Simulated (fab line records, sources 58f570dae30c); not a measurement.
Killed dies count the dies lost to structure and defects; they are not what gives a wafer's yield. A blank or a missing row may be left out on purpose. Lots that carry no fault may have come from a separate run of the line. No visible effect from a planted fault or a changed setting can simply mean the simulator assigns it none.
One fault through the eyes of 2 desks ; flow berkeley cmos170 ; each desk has only its own numbers; what lay behind them comes last

## AT THE TOOL OWNER'S DESK: krf scanner-01
The tool's own readings at UCB170_GATE_EXPOSE_09 (exposes mask POLY, target cd 350 nm): means of the sampled wafers that have a number, for each lot that ran on this tool. Any lot whose mean is over 4 standard deviations away from the usual mean is out of limits and marked OUT; that distance is given in the brackets.
Columns: A = exposure dose mJ cm2 at UCB170_GATE_EXPOSE_09, usual 20.999
lot;first seen here;A
L293;day 6 12:11;20.976
L295;day 6 21:31;20.996
L301;day 7 18:14;21.012
L300;day 7 18:20;20.985
L306;day 9 00:41;20.901 (-4.5) OUT
Finding of this desk: L306 out of limits; the first was L306 at day 9 00:41, on exposure dose mJ cm2 at UCB170_GATE_EXPOSE_09. Within limits: L293, L295, L301, L300.

## FROM THE METROLOGY DESK
What the gauges read for every lot (on any tool): the sampled wafers with a number, averaged. Any lot whose mean is over 4 standard deviations away from the usual mean is out of limits and marked OUT; that distance is given in the brackets.
Columns: A = PWELL_OVL at UCB170_PWELL_OVL_MEAS_13, usual 0 nm; B = cd nm at UCB170_GATE_CD_MEAS_12, usual 350.1 nm
lot;first seen here;A;B
L292;day 3 06:14;-5;350.5
L294;day 3 10:43;-4;352.1
L293;day 3 10:53;6;351.4
L295;day 3 14:58;1;349.5
L297;day 4 00:21;-0;349.2
L296;day 4 00:28;-2;347.4
L298;day 4 08:19;3;350.4
L299;day 4 18:10;-4;350.4
L300;day 4 18:32;3;350.3
L301;day 4 23:43;3;351.9
L305;day 5 22:49;-5;351.9
L306;day 6 03:10;-8;344.0 (-4.3) OUT
L314;day 7 22:11;-1;350.0
Finding of this desk: L306 out of limits; the first was L306 at day 9 01:05, on cd nm at UCB170_GATE_CD_MEAS_12. Within limits: L292, L294, L293, L295, L297, L296, L298, L299, L300, L301, L305, L314.

## PUT TOGETHER
At day 9 00:41, on L306, the tool owner's desk was in a position to raise an alarm.
L306 would have let the metrology desk raise an alarm at day 9 01:05.
Every lot named ran UCB170_GATE_EXPOSE_09 on krf scanner-01.

## WHAT THE SIMULATOR HAD PUT IN
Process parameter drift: krf scanner-01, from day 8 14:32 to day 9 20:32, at UCB170_GATE_EXPOSE_09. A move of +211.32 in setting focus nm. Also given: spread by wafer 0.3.
Shown lots that were struck: L306.
Counting hours from when the fault started, the first reading out of limits came at 10 for the tool owner's desk and at 11 for the metrology desk.
